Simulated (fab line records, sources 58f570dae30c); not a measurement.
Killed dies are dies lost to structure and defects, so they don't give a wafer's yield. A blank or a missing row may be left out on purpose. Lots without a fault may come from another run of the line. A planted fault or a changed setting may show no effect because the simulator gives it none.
Which tool did it? | flow berkeley_cmos170 | 14 lots, 42 wafers sampled, at 4 steps of a route of 331

WHAT THE GAUGES READ, wafer by wafer
UCB170_ACTIVE_OVL_MEAS_14.
lot  | measured     | on         | ACTIVE_OVL (nm)
L126 | day 4 14:25  | overlay-02 | 2 1 1
L125 | day 4 22:32  | overlay-02 | -1 5 7
L127 | day 4 22:44  | overlay-02 | -16 -8 -9
L128 | day 4 22:50  | overlay-01 | 2 6 3
L129 | day 5 12:18  | overlay-02 | -3 6 1
L130 | day 6 02:29  | overlay-01 | -2 -3 0
L134 | day 6 17:49  | overlay-01 | -8 -6 -5
L136 | day 7 03:40  | overlay-02 | -7 -6 -5
L139 | day 7 21:08  | overlay-01 | 5 0 -1
L140 | day 8 15:46  | overlay-02 | 5 7 1
L143 | day 9 03:49  | overlay-01 | -2 1 -5
L147 | day 9 14:47  | overlay-01 | 3 1 2
L146 | day 9 15:02  | overlay-02 | 2 2 -3
L148 | day 10 06:59 | overlay-02 | 3 -2 -5

UCB170_NVT_OVL_MEAS_06.
lot  | measured     | on         | NVT_OVL (nm)
L126 | day 6 04:49  | overlay-02 | 9 7 -4
L125 | day 6 14:04  | overlay-01 | -13 -13 -6
L127 | day 6 14:18  | overlay-02 | -6 0 -9
L128 | day 6 13:48  | overlay-02 | -1 3 0
L129 | day 7 04:54  | overlay-01 | 3 0 6
L130 | day 7 20:44  | overlay-02 | -4 2 4
L134 | day 8 12:53  | overlay-02 | -5 -6
L136 | day 9 10:49  | overlay-02 | 6 2
L139 | day 9 19:49  | overlay-01 | -12 -9 1
L140 | day 10 08:50 | overlay-02 | -6 -4 -2
L143 | day 10 16:47 | overlay-01 | -10 -13 -13
L147 | day 11 05:47 | overlay-02 | 1 -6 2
L146 | day 11 06:00 | overlay-02 | -7 -6 -4
L148 | day 11 19:32 | overlay-01 | 1 -5 -1

WHICH TOOL RAN EACH LOT (tool, then ch and the chambers of the sampled wafers, then the start)
lot  | UCB170_ACTIVE_ETCH_15             | UCB170_ACTIVE_STRIP_16
L126 | rie_diel-02 ch 0,1, day 4 14:26   | plasma_asher-01 ch 0,1, day 4 14:34
L125 | rie_diel-02 ch 0,1,2, day 4 22:34 | plasma_asher-02 ch 0,1, day 4 22:41
L127 | rie_diel-01 ch 1,2,3, day 4 22:46 | plasma_asher-03 ch 0,1, day 4 22:52
L128 | rie_diel-02 ch 0,1,2, day 4 22:53 | plasma_asher-02 ch 1, day 4 22:59
L129 | rie_diel-01 ch 0,1,2, day 5 12:20 | plasma_asher-02 ch 0,1, day 5 12:26
L130 | rie_diel-02 ch 0,2,3, day 6 02:31 | plasma_asher-03 ch 0,1, day 6 02:37
L134 | rie_diel-04 ch 0,1,2, day 6 17:50 | plasma_asher-01 ch 0,1, day 6 17:56
L136 | rie_diel-04 ch 0,1,2, day 7 03:41 | plasma_asher-03 ch 0,1, day 7 03:47
L139 | rie_diel-02 ch 0,1,3, day 7 21:10 | plasma_asher-03 ch 0,1, day 7 21:16
L140 | rie_diel-01 ch 0,1,3, day 8 15:47 | plasma_asher-03 ch 1, day 8 15:53
L143 | rie_diel-01 ch 1,2, day 9 03:52   | plasma_asher-02 ch 0,1, day 9 03:58
L147 | rie_diel-02 ch 1,2,3, day 9 14:50 | plasma_asher-01 ch 1, day 9 14:56
L146 | rie_diel-01 ch 0,1,2, day 9 15:04 | plasma_asher-03 ch 0,1, day 9 15:10
L148 | rie_diel-04 ch 2,3, day 10 07:01  | plasma_asher-01 ch 0,1, day 10 07:07
- UCB170_ACTIVE_ETCH_15: etches Si3N4 in CH3F/Ar/O2, stops on SiO2, target depth 242 nm, time 151 s.
- UCB170_ACTIVE_STRIP_16: strips in O2.

WHAT THE TOOLS THEMSELVES READ (means of the sampled wafers that have a number; where no wafer has one, the mark that the record gives instead)
UCB170_ACTIVE_ETCH_15.
lot  | tool        | chamber_pressure_mTorr (mTorr) | drypump_motor_current_A (A) | oes_product_au (a.u.) | rf_fwd_power_W (W) | throttle_valve_pct (%)
L126 | rie_diel-02 | 50.02                          | 5.8                         | 0.930                 | 447.7              | 8.04
L125 | rie_diel-02 | 49.97                          | 5.9                         | 0.931                 | 449.4              | 8.07
L127 | rie_diel-01 | 50.02                          | 5.3                         | 0.925                 | 448.1              | 8.02
L128 | rie_diel-02 | 49.99                          | 5.9                         | 0.934                 | 447.8              | 8.07
L129 | rie_diel-01 | 50.06                          | 5.3                         | 0.939                 | 448.4              | 7.96
L130 | rie_diel-02 | 50.02                          | 5.7                         | 0.937                 | 446.0              | 8.06
L134 | rie_diel-04 | 49.98                          | 6.1                         | 0.936                 | 374.8              | 7.93
L136 | rie_diel-04 | 50.03                          | 6.1                         | 0.934                 | 375.9              | 7.94
L139 | rie_diel-02 | 50.06                          | 5.7                         | 0.937                 | 449.0              | 8.05
L140 | rie_diel-01 | 49.99                          | 5.2                         | 0.949                 | 447.4              | 7.90
L143 | rie_diel-01 | 49.98                          | 5.3                         | 0.942                 | 447.0              | 8.00
L147 | rie_diel-02 | 49.99                          | 5.8                         | 0.950                 | 448.8              | 8.07
L146 | rie_diel-01 | 49.97                          | 5.3                         | 0.938                 | 448.5              | 7.97
L148 | rie_diel-04 | 49.98                          | 5.5                         | 0.931                 | 449.1              | 8.14

UCB170_ACTIVE_STRIP_16.
lot  | tool            | chamber_pressure_mTorr (mTorr) | drypump_motor_current_A (A) | oes_product_au (a.u.) | strip_time_to_endpoint_s (s)
L126 | plasma_asher-01 | 3501                           | 5.5                         | 0.713                 | 18.50
L125 | plasma_asher-02 | 3504                           | 6.0                         | 0.715                 | 18.47
L127 | plasma_asher-03 | 3497                           | 5.2                         | 0.718                 | 18.42
L128 | plasma_asher-02 | 3500                           | 5.3                         | 0.714                 | 18.53
L129 | plasma_asher-02 | 3497                           | 5.6                         | 0.709                 | 18.41
L130 | plasma_asher-03 | 3500                           | 5.2                         | 0.714                 | 18.44
L134 | plasma_asher-01 | 3501                           | 5.8                         | 0.717                 | 18.79
L136 | plasma_asher-03 | 3502                           | 5.6                         | 0.712                 | 18.66
L139 | plasma_asher-03 | 3501                           | 5.6                         | 0.713                 | 18.49
L140 | plasma_asher-03 | 3500                           | 4.9                         | 0.714                 | 18.37
L143 | plasma_asher-02 | 3500                           | 6.0                         | 0.711                 | 18.41
L147 | plasma_asher-01 | 3501                           | 6.2                         | 0.711                 | 18.51
L146 | plasma_asher-03 | 3501                           | 5.6                         | 0.715                 | 18.44
L148 | plasma_asher-01 | 3503                           | 5.8                         | 0.713                 | 18.34

THE ANSWER, worked out from the rows above alone
Rule: what is usual is taken from the lots themselves. Put in order of their means at a reading, lots are off if they are a third of the lots or fewer, leave a main group of 4 or more, and stand apart from it by a gap of 3 or more times the standard deviation of the main group's means; of several such gaps the widest counts. A main group whose means are all the same, to the digits that the tables above print for the reading, isn't used. A lot without any number at a reading at which 4 lots or more have one is off too. The other lots that the step has rows for count as sound. The gauges are gone through in route order, then the tools' own readings, and for those a lot's mean is taken as printed above. The first step at which some lot is off is used, and at that step the reading that is off furthest; a lot without a number counts as furthest.
Off: L134, L136, at UCB170_ACTIVE_ETCH_15 (rf_fwd_power_W). The main group: mean 448.1 W, standard deviation 0.94.
A tool fits if, at that step or a process step before it, it ran every lot that is off, and no sound lot after the first of them. None of those tried fits.

WHAT THE SIMULATOR HAD PUT IN
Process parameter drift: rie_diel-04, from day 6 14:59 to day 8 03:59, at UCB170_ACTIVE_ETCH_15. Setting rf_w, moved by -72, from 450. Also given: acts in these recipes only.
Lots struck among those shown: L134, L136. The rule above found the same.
